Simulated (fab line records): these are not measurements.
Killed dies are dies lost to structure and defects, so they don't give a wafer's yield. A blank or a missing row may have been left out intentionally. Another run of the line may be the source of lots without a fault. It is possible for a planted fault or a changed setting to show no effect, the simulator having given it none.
Problem report in the 8D (eight disciplines) form, filled by code	flow berkeley_cmos170	the parts of the form that need people (team, actions taken, sign-off) are left out

1. PROBLEM STATEMENT
Across 9 wafers from 3 lots, GATE_POLY_THK at UCB170_GATE_THK_MEAS_05 averages 117.7 nm, while fault-free wafers read 214.9 nm with a standard deviation of 2.4. That puts it -41 standard deviations away from the usual mean.
Seen first at day 8 17:23 on film_metro-04, wafer L568.2. At this step, 45 wafers from 15 lots have a number in the record. Rule for "out", or "out of limits": more than 4 standard deviations from the usual mean. Any other wafer with a number is counted as sound.

2. WHAT THIS IS AND IS NOT
question	is	is not
which readings at this step	GATE_POLY_THK	-
which lots	L566, L567, L568	L559, L561, L562, L563, L564, L565, L569, L572, L576, L578, L581, L582
which wafers of those lots	all that have a number	-
read on which gauges	film_metro-01, film_metro-04	film_metro-02
when	from day 8 17:23	up to then (18 sound wafers); but 18 sound wafers of L569, L572, L576, L578, L581, L582 came after

3. THE SUSPECTS, EACH WITH WHAT RULES IT OUT
Counting: any tool at a process step up to the reading is kept as a suspect provided that every lot that is out went through it and no sound lot did after the first of them.
- the gauge at UCB170_GATE_THK_MEAS_05 has been ruled out. Those wafers that are out were read across 2 gauges (film_metro-01, film_metro-04).
- lpcvd-01 at UCB170_GATE_CVD_04 (deposits poly-Si from SiH4, time 1440 s, target thk 214 nm): ruled out as a lasting fault. After its first lot that is out, L566 (day 8 15:59), sound lots L581, L582 ran on it.
Left after counting: nothing in the record.

4. THE CAUSE (what the simulator had put in)
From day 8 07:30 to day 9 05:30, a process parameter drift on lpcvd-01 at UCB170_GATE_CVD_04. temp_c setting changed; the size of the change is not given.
It was ruled out by counting, in error; the rule expects a fault to strike all lots run on its tool from its start on, and this fault did not.

5. SEQUENCE OF EFFECTS, ordered by route
Each row: a reading where the mean over the struck wafers with a number is more than 3 standard deviations away from the usual. Readings are gone through only where the record gives a usual standard deviation; hours: the median, over the lots, of the time from a lot's start at the first step in this table giving one to that lot's start at this step; sigmas: the change measured in usual standard deviations.
hours	step	reading	usual	on struck wafers	change	sigmas
0	UCB170_GATE_CVD_04	spike_tc_centre_C	612.6 C	588.6	-24.0	-22
0	UCB170_GATE_CVD_04	spike_tc_load_C	634.3 C	609.5	-24.8	-12
0	UCB170_GATE_CVD_04	spike_tc_source_C	631.9 C	606.0	-25.9	-15
0	UCB170_GATE_CVD_04	susceptor_temp_C	610.01 C	584.96	-25.05	-89
1	UCB170_GATE_THK_MEAS_05	GATE_POLY_THK	214.9 nm	117.7	-97.2	-41
3	UCB170_GATE_ETCH_15	oes_product_au	0.829 a.u.	0.575	-0.254	-17
Here are the process steps it includes:
- UCB170_GATE_CVD_04: deposits poly-Si from SiH4, time 1440 s, target thk 214 nm.
- UCB170_GATE_ETCH_15: etches poly-Si in HBr/Cl2, stops on SiO2, time 56.3 s, target depth 278.2 nm.

6. WHAT WOULD HAVE CAUGHT IT SOONER
Counted from the fault's start at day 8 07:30, it took 10 hours until the first out-of-limits reading at a measuring or inspecting step in this record, taken at day 8 17:23.
Tool's own readings at UCB170_GATE_CVD_04, spike_tc_centre_C, spike_tc_load_C, spike_tc_source_C, susceptor_temp_C: out on all struck wafers the step has rows for; an alarm limit on them would have tripped on the first.
